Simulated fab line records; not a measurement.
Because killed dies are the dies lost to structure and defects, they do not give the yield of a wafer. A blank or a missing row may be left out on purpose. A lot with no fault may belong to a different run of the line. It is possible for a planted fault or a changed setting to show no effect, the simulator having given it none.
Comparing a struck lot with a sound one || flow berkeley_cmos170 || 17 steps out of a route of 331
Sound: wafers L401.4, L401.5, L401.6. Wafers L402.1, L402.3, L402.6 were the ones struck. The cause comes at the end.
Order at every step that has rows: each side's tool, ch and its chambers, its first start. Under that, the readings that differ: sound wafers || struck wafers || difference of the means || sigmas: that difference in standard deviations of wafers without a fault.
alike: same words and numbers on both sides, and readings whose means sit less than 2 such deviations apart. not compared: any withheld reading, any reading some wafer has no value for, any bound like >300 that may hide the same value, and any number with overlapping values for which the record gives no deviation.
A row with sigmas, a row that says differs or no value, or rows on one side alone: a step with any of these is where the two part. Non-overlapping numbers with no deviation appear without sigmas and do not part them. A reading that every wafer of one side lacks parts them only if that side has two wafers or more.

UCB170_CONTACT_STRIP_06: strips in O2.
  sound on plasma_asher-03 ch 0,1, day 9 15:04; struck on plasma_asher-01 ch 0,1, day 10 07:28
  alike: drypump_motor_current_A, oes_product_au, strip_time_to_endpoint_s
  not compared: rf_hours_counter_h
then, 1 step without rows for these wafers: UCB170_CONTACT_CLEAN_07 (cleans in SPM, time 600 s).
UCB170_CONTACT_RTA_08: time 10 s.
  sound on rtp_anneal-01 ch 0, day 9 16:05; struck on rtp_anneal-01 ch 0, day 10 10:48
  alike: lamp_power_pct, wafer_temp_C_max
then, 6 steps without rows for these wafers: UCB170_CONTACT_COAT_09; UCB170_CONTACT_COAT_10 (resist thk 900 nm); UCB170_CONTACT_SOFTBAKE_11 (time 60 s); UCB170_CONTACT_EXPOSE_12 (exposes mask CONT, target cd 700 nm); UCB170_CONTACT_PEB_13; UCB170_CONTACT_DEVELOP_14 (develop time 45 s).
UCB170_CONTACT_CD_MEAS_15 targets a cd of 700 nm.
  struck on cd_sem-02, day 10 12:02; sound on cd_sem-01, day 9 18:05
  alike: cd_nm
UCB170_CONTACT_OVL_MEAS_16:
  struck on overlay-02, day 10 12:10; sound on overlay-01, day 9 18:10
  alike: CONTACT_OVL
UCB170_CONTACT_ETCH_17: etches BARC in N2/H2.
  sound on rie_diel-02 ch 2,3, day 9 18:11; struck on rie_diel-01 ch 0,3, day 10 12:12
  alike: bias_w, chamber_pressure_mTorr, drypump_motor_current_A, n2_flow_sccm, oes_product_au, throttle_valve_pct
UCB170_CONTACT_ETCH_18: etches PSG in CHF3/CF4/Ar, stops on TiSi2, target depth 840 nm, time 195 s.
  sound on rie_diel-02 ch 2,3, day 9 18:00; struck on rie_diel-01 ch 0,3, day 10 12:00
  no value came back on the struck wafers for any of 5 readings (CHF3_flow_sccm (sccm), cf4_flow_sccm (sccm) and others); on the sound wafers CHF3_flow_sccm (sccm) reads 44.99 45.08 45.34
{"reading": "model.KrF_of_CONTACT_COAT_10.thk_nm (nm)", "sound": "692.2 694 693.1", "struck": "884.5 880.5 881", "difference": "+188.9", "sigmas": ""}
  not compared: rf_hours_counter_h
UCB170_CONTACT_STRIP_19: strips in O2.
  sound on plasma_asher-04 ch 0,1, day 9 18:23; struck on plasma_asher-01 ch 0, day 10 12:22
{"reading": "drypump_motor_current_A (A)", "sound": "4.7 6.1 4.7", "struck": "6.6 6.6 6.6", "difference": "+1.4", "sigmas": "+2"}
  alike: oes_product_au
  not compared: rf_hours_counter_h
UCB170_CONTACT_CD_MEAS_90 targets a cd of 700 nm.
  struck on cd_sem-02, day 10 12:28; sound on cd_sem-01, day 9 18:34
{"reading": "cd_nm (nm)", "sound": "699.6 700.2 698.8", "struck": "- - -", "difference": "no value on the struck wafers", "sigmas": ""}
then, 1 step without rows for these wafers: UCB170_CONTACT_CLEAN_20 (cleans in SPM, time 600 s).
UCB170_M3_PROBE_99:
  record: rows for the struck wafers here (prober-01, day 11 07:08), none for the sound ones

## WHERE THEY PART
Earliest at UCB170_CONTACT_ETCH_18; latest, in this record, at UCB170_M3_PROBE_99.

WHY: what had been put in by the simulator
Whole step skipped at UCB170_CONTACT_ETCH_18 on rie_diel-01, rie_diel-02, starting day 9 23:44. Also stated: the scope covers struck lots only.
